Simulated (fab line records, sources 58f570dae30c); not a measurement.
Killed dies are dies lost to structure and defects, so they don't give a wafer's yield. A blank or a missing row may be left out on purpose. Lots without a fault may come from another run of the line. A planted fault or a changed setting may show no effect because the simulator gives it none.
Problem report in the 8D (eight disciplines) form, filled by code | flow berkeley_cmos170 | the parts of the form that need people (team, actions taken, sign-off) are left out

1. THE PROBLEM
cd_nm at UCB170_PSD_CD_MEAS_06 reads a mean of 1206.4 nm on 6 wafers of 2 lots; wafers without a fault read 1199.6 nm with a standard deviation of 1.3. That is +5.2 standard deviations from the usual mean.
The step: target cd 1200 nm.
First seen on wafer L853.1, day 11 00:08, on cd_sem-02. The record holds 42 wafers of 14 lots with a number at this step. Rule for "out", or "out of limits": more than 4 standard deviations from the usual mean. The other wafers with a number count as sound.

2. WHAT IT IS AND WHAT IT IS NOT
question                    | is                     | is not
which readings at this step | cd_nm                  | -
which lots                  | L853, L854             | L840, L841, L842, L844, L845, L846, L847, L857, L858, L860, L861, L863
which wafers of those lots  | all that have a number | -
read on which gauges        | cd_sem-02              | cd_sem-01
when                        | from day 11 00:08      | up to then (21 sound wafers); but 15 sound wafers of L857, L858, L860, L861, L863 came after

3. SUSPECTS, AND WHAT RULES EACH OUT
Counting: a tool at a process step up to the reading stays a suspect if it ran every lot that is out and no sound lot after the first of them.
- the gauge at UCB170_PSD_CD_MEAS_06: ruled out. All the wafers that are out were read on cd_sem-02, but those of them that UCB170_PSD_COAT_01 has rows for are out there too, on other tools.
- litho_track-04 at UCB170_PSD_COAT_01 (resist thk 900 nm): kept. It ran every lot that is out, first L853 (day 10 23:19), and no sound lot after that; its last sound lot up to then is L844 (day 8 18:23). Its own readings are out on those wafers: spin_speed_rpm.
Left after counting: litho_track-04 at UCB170_PSD_COAT_01.

4. THE CAUSE (what the simulator had put in)
Process parameter drift: litho_track-04, from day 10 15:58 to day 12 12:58, at UCB170_PSD_COAT_01. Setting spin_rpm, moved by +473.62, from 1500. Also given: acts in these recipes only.
Counting left only this tool.

5. THE CHAIN OF EFFECTS, in route order
Each row: a reading whose mean over the struck wafers that have a number lies more than 3 standard deviations from the usual. Only readings for which the record gives a usual standard deviation are gone through. hours: the time from each lot's start at the first step in this table that gives one to its start at this step, as a median over the lots. sigmas: the change in usual standard deviations.
hours | step                  | reading                  | usual      | on struck wafers | change | sigmas
0     | UCB170_PSD_COAT_01    | spin_speed_rpm           | 1499.8 rpm | 1972.7           | +472.9 | +99 or more
1     | UCB170_PSD_CD_MEAS_06 | cd_nm                    | 1199.6 nm  | 1206.4           | +6.8   | +5.2
1     | UCB170_PSD_STRIP_09   | strip_time_to_endpoint_s | 29.43 s    | 26.62            | -2.81  | -38
The process steps in it:
- UCB170_PSD_COAT_01: resist thk 900 nm.
- UCB170_PSD_STRIP_09: strips in O2.

6. WHAT WOULD HAVE CAUGHT IT SOONER
In this record the first reading out of limits at a measuring or inspecting step was taken at day 11 00:08, 8 hours after the fault began at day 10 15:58.
The tool's own readings at UCB170_PSD_COAT_01 were out on every struck wafer that the step has a row for (spin_speed_rpm): an alarm limit on them would have fired on the first of those.
Of the lots that are out (2), L854 began UCB170_PSD_COAT_01 on litho_track-04 after day 11 00:08. A hold on the tool at that time would have spared it.
